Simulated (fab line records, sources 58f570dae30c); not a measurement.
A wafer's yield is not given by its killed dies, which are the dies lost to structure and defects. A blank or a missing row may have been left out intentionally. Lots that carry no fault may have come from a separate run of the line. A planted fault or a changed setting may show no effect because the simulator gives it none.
What tool caused it? -- flow berkeley_cmos170 -- 13 lots with 39 wafers sampled at 6 steps, on a route of 331 steps

## WHAT THE GAUGES SHOWED, per wafer
UCB170_NWELL_THK_MEAS_05.
lot,measured,on,NWELL_NITRIDE_THK (nm)
L441,day 2 03:43,film_metro-01,220.8 221.8 221.9
L442,day 2 09:59,film_metro-01,222.7 222.0 222.9
L443,day 2 13:43,film_metro-01,222.0 225.6 222.3
L444,day 3 00:14,film_metro-01,224.3 224.1 224.0
L445,day 3 00:19,film_metro-01,221.5 221.7 222.1
L446,day 3 06:35,film_metro-01,221.5 221.9 220.5
L447,day 3 10:28,film_metro-01,223.5 224.0 224.7
L448,day 3 15:11,film_metro-03,225.2 223.1 225.3
L453,day 4 22:25,film_metro-01,295.6 294.2 293.8
L454,day 4 22:25,film_metro-03,289.7 293.0 291.2
L455,day 5 07:47,film_metro-04,220.6 221.6 220.4
L461,day 6 09:32,film_metro-03,222.9 223.7 224.7
L462,day 6 14:43,film_metro-03,224.4 222.6 224.0

UCB170_PWELL_THK_MEAS_06.
lot,measured,on,PWELL_NITRIDE_THK (nm)
L441,day 3 00:25,film_metro-01,219.8 221.2 220.4
L442,day 3 04:38,film_metro-01,220.3 221.0 219.2
L443,day 3 04:38,film_metro-02,219.2 220.7 220.6
L444,day 3 15:08,film_metro-01,218.6 219.3 217.5
L445,day 3 15:08,film_metro-02,219.9 219.0 220.5
L446,day 4 01:42,film_metro-04,215.8 214.3 214.9
L447,day 4 01:43,film_metro-01,217.4 218.7 216.6
L448,day 4 10:38,film_metro-01,219.0 219.8 218.2
L455,day 6 05:20,film_metro-04,217.9 219.2 219.1
L461,day 7 03:16,film_metro-02,219.4 218.9 219.7
L462,day 7 10:08,film_metro-02,219.6 220.6 221.2

UCB170_ACTIVE_THK_MEAS_03.
lot,measured,on,ACTIVE_OXIDE_THK (nm)
L441,day 4 00:58,film_metro-02,26.1 26.1 26.1
L442,day 4 00:58,film_metro-03,26.1 25.7 26.0
L443,day 4 00:58,film_metro-04,26.1 26.1 26.1
L444,day 4 12:42,film_metro-02,26.1 26.5 26.3
L445,day 4 12:43,film_metro-03,27.0 27.1 27.2
L446,day 4 20:26,film_metro-03,25.8 25.8 25.5
L447,day 4 20:26,film_metro-02,25.2 25.3 24.7
L448,day 5 07:32,film_metro-03,26.6 26.5 26.1
L455,day 7 09:53,film_metro-03,25.5 25.7 25.6
L461,day 8 04:49,film_metro-03,26.2 26.3 26.6
L462,day 8 04:46,film_metro-02,26.8 26.5 26.9

UCB170_ACTIVE_CD_MEAS_13 targets a cd of 1200 nm.
lot,measured,on,cd_nm (nm)
L441,day 4 09:56,cd_sem-01,1200.1 1200.7 1201.1
L442,day 4 10:31,cd_sem-02,1201.4 1201.5 1202.4
L443,day 4 10:29,cd_sem-01,1201.1 1200.7 1202.4
L444,day 4 19:55,cd_sem-02,1200.1 1201.3 1198.6
L445,day 4 19:47,cd_sem-01,1202.0 1200.5 1202.4
L446,day 5 05:14,cd_sem-01,1200.3 1201.2 1200.7
L447,day 5 04:58,cd_sem-02,1202.6 1202.0 1200.7
L448,day 5 14:23,cd_sem-01,1200.2 1200.7 1200.8
L455,day 7 18:20,cd_sem-02,1199.8 1200.0 1200.7
L461,day 8 13:23,cd_sem-02,1199.7 1199.4 1198.8
L462,day 8 13:26,cd_sem-01,1201.1 1202.3 1201.6

## WHICH TOOL RAN EACH LOT (tool, then ch and the chambers of the sampled wafers, then the start)
lot,UCB170_NWELL_CVD_04,UCB170_NWELL_ETCH_13
L441,"lpcvd-02 ch 1, day 2 01:46","rie_diel-04 ch 2,3, day 2 05:19"
L442,"lpcvd-01 ch 1, day 2 08:03","rie_diel-02 ch 0,2,3, day 2 11:26"
L443,"lpcvd-01 ch 1, day 2 11:47","rie_diel-03 ch 0,3, day 2 15:21"
L444,"lpcvd-01 ch 1, day 2 22:13","rie_diel-03 ch 0,1, day 3 01:17"
L445,"lpcvd-01 ch 1, day 2 22:13","rie_diel-02 ch 0,1,2, day 3 01:33"
L446,"lpcvd-02 ch 1, day 3 04:38","rie_diel-02 ch 1,2,3, day 3 09:07"
L447,"lpcvd-02 ch 1, day 3 08:31","rie_diel-04 ch 0,1,2, day 3 11:54"
L448,"lpcvd-01 ch 0, day 3 12:17","rie_diel-02 ch 0,1,2, day 3 16:40"
L453,"lpcvd-02 ch 1, day 4 20:28","rie_diel-04 ch 0,1,2, day 4 23:28"
L454,"lpcvd-02 ch 1, day 4 20:28","rie_diel-02 ch 0,1,2, day 4 23:43"
L455,"lpcvd-01 ch 1, day 5 05:50","rie_diel-03 ch 0,3, day 5 09:46"
L461,"lpcvd-01 ch 1, day 6 07:36","rie_diel-04 ch 0,1,2, day 6 10:37"
L462,"lpcvd-01 ch 1, day 6 12:47","rie_diel-04 ch 1,3, day 6 16:16"
- UCB170_NWELL_CVD_04: deposits Si3N4 from SiH2Cl2/NH3, target thk 224 nm, time 3360 s.
- UCB170_NWELL_ETCH_13: etches Si3N4 in CH3F/Ar/O2, stops on SiO2, target depth 246.4 nm, time 154 s.

## WHAT THE TOOLS THEMSELVES READ (means of the sampled wafers that have a number; where no wafer has one, the mark that the record gives instead)
UCB170_NWELL_CVD_04.
lot,tool,zone_power_load_pct (%)
L441,lpcvd-02,23.4
L442,lpcvd-01,18.3
L443,lpcvd-01,18.4
L444,lpcvd-01,18.4
L445,lpcvd-01,18.5
L446,lpcvd-02,23.5
L447,lpcvd-02,23.4
L448,lpcvd-01,23.3
L453,lpcvd-02,23.4
L454,lpcvd-02,23.5
L455,lpcvd-01,18.3
L461,lpcvd-01,18.5
L462,lpcvd-01,18.3

UCB170_NWELL_ETCH_13.
lot,tool,drypump_motor_current_A (A),oes_product_au (a.u.),rf_fwd_power_W (W),throttle_valve_pct (%)
L441,rie_diel-04,5.3,0.936,447.7,7.85
L442,rie_diel-02,5.8,0.940,447.2,8.08
L443,rie_diel-03,6.2,0.931,449.1,8.10
L444,rie_diel-03,6.0,0.933,450.0,8.18
L445,rie_diel-02,5.3,0.955,446.1,8.06
L446,rie_diel-02,5.4,0.950,447.5,8.15
L447,rie_diel-04,5.6,0.937,446.2,8.07
L448,rie_diel-02,5.3,0.956,448.3,8.06
L453,rie_diel-04,5.6,0.993,447.8,8.08
L454,rie_diel-02,5.3,1.011,448.0,8.07
L455,rie_diel-03,6.2,0.930,449.1,8.09
L461,rie_diel-04,5.6,0.935,447.3,8.08
L462,rie_diel-04,5.4,0.939,448.2,8.01

## THE ANSWER, worked out from the rows above alone
Rule: the usual values come from the lots themselves. Put in order of their means at a reading, lots are off if they are a third of the lots or fewer, leave a main group of 4 or more, and stand apart from it by a gap of 3 or more times the standard deviation of the main group's means; of several such gaps the widest counts. A main group is skipped when, at the precision printed for the reading in the tables above, its means are all equal. A lot without any number at a reading at which 4 lots or more have one is off too. The other lots that the step has rows for count as sound. After the gauges, taken in route order, come the tools' own readings; for these a lot's mean is taken, as printed above. The first step at which some lot is off is used, and at that step the reading that is off furthest; a lot without a number counts as furthest.
Off: at UCB170_NWELL_THK_MEAS_05 (NWELL_NITRIDE_THK), L453, L454. The main group: mean 222.9 nm, standard deviation 1.2.
A tool fits if, at a process step before that reading, it ran every lot that is off, and no sound lot after the first of them. Not tried: the gauges at UCB170_NWELL_THK_MEAS_05; whatever is off there is also off at UCB170_NWELL_ETCH_13, on other tools, and gauge error can't account for it. One candidate fits, namely lpcvd-02 at UCB170_NWELL_CVD_04. Its last sound lot is L447 (day 3 08:31), its first lot that is off L453 (day 4 20:28): a fault that began between those two fits.

## WHAT THE SIMULATOR HAD PUT IN
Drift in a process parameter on lpcvd-02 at UCB170_NWELL_CVD_04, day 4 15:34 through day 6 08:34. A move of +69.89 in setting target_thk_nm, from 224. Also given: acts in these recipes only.
Struck lots among those shown: L453, L454. The rule above found the same.
